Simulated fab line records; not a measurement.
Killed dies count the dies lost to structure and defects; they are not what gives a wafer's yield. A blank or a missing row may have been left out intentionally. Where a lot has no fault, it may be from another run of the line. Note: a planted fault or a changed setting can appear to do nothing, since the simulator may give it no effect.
Split-lot experiment ; flow rit-cmos ; 23 wafers read across 5 lots, on a route 202 steps long

## ABOUT THE SPLIT
At RIT_NWELL_COAT_01 (resist thk 1300 nm), the setting spin-rpm was moved away from the recipe's 2000 rpm on 5 of the 23 wafers read, by -3.8% to +2.4%. For the rest of the wafers, this setting stayed at what the recipe calls for.

## FROM THE SPLIT TO THE READING: what the file shows between them, 3 steps
- RIT_NWELL_SOFTBAKE_02: time 60 s
- RIT_NWELL_EXPOSE_03: exposes mask M2, target cd 43900 nm
- RIT_NWELL_DEVELOP_05: develop time 68 s

## THE READING
NOVOLAK_of_NWELL_COAT_01.thk-nm (the simulator's own value, which no gauge read), in nm, at RIT_NWELL_HARDBAKE_07 (time 120 s). The file gives no usual value for it. The 18 wafers here that ran the recipe average 1137 nm, standard deviation 2.5 nm.

wafer;tool, chamber at the split;spin-rpm as run, rpm;against the recipe;NOVOLAK_of_NWELL_COAT_01.thk-nm, nm;against lot-mates on the recipe
L075.2;litho-track-01, 0;2000;recipe;1139;-
L075.3;litho-track-01, 0;2000;recipe;1143;-
L075.4;litho-track-01, 0;2000;recipe;1140;-
L075.6;litho-track-01, 0;2000;recipe;1140;-
L075.5;litho-track-01, 0;2000;recipe;1141;-
L077.1;litho-track-02, 0;2000;recipe;1136;-
L077.6;litho-track-02, 0;2000;recipe;1136;-
L077.2;litho-track-02, 0;2000;recipe;1135;-
L077.4;litho-track-02, 0;2047;+2.4%;1121;-15
L077.5;litho-track-02, 0;2047;+2.4%;1124;-12
L079.1;litho-track-02, 0;2000;recipe;1137;-
L079.4;litho-track-02, 0;2000;recipe;1137;-
L079.2;litho-track-02, 0;2000;recipe;1138;-
L079.3;litho-track-02, 0;2000;recipe;1138;-
L079.5;litho-track-02, 0;2000;recipe;1135;-
L083.1;litho-track-04, 0;2000;recipe;1135;-
L083.5;litho-track-04, 0;2000;recipe;1135;-
L083.3;litho-track-04, 0;2000;recipe;1133;-
L085.1;litho-track-01, 0;1924;-3.8%;1157;+20
L085.4;litho-track-01, 0;1924;-3.8%;1157;+20
L085.2;litho-track-01, 0;2000;recipe;1136;-
L085.3;litho-track-01, 0;1924;-3.8%;1159;+22
L085.6;litho-track-01, 0;2000;recipe;1138;-

THE FIT
A straight line over all 23 wafers: NOVOLAK_of_NWELL_COAT_01.thk-nm changes by -5.58 nm for each +1% of spin-rpm; r = -0.96; the points scatter about the line by 2.4 nm.
The same after taking each lot's own level away (the mean of its wafers on the recipe; 23 wafers): -5.48 nm for each +1%; r = -0.99; scatter 1.2 nm.
Per that fit: largest spin-rpm move, reading shift of 21 nm.
Across the lots, their own levels run from 1134.3 to 1140.6 nm, a range of 2.5 times the standard deviation given above.
The two slopes agree, so the slope changes little with the lot-to-lot level.
Check: with one of the wafers moved furthest among these (-3.8%) left out of the fit, the line predicts +21.1 nm for it against its lot-mates. It came out at +20 nm against them.

## ADDITIONAL SPLITS CARRIED BY THESE WAFERS
Other splits were also applied to these wafers ahead of the reading. Each is held against what the fit with the lots' levels taken away leaves over:
other split on the same wafers;wafers away from the commonest value;r with NOVOLAK_of_NWELL_COAT_01.thk-nm (lot level and that fit taken away)
RIT_ACTIVE_CVD_03 pressure-mtorr;15;+0.02
RIT_ACTIVE_COAT_06 resist-thk-nm;9;+0.03
RIT_ACTIVE_ETCH_13 pressure-mtorr;18;+0.01
RIT_FOX2_OXIDATION_00 temp-c;18;+0.01

## THE WHOLE CHAIN: every reading that the file lists as answering this split, in the file's order
step;what it does;reading;change (the file's fit);r (the file's)
RIT_NWELL_COAT_01;resist thk 1300 nm;NOVOLAK_of_NWELL_COAT_01.thk-nm (the simulator's own value, which no gauge read);-6.46 nm for each +1% of the setting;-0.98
RIT_NWELL_HARDBAKE_07;time 120 s;NOVOLAK_of_NWELL_COAT_01.thk-nm (the simulator's own value, which no gauge read);-5.57 nm for each +1% of the setting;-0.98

## THE FILE'S OWN FIT
NOVOLAK_of_NWELL_COAT_01.thk-nm changes by -5.57 nm for each +1% of spin-rpm, r = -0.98.
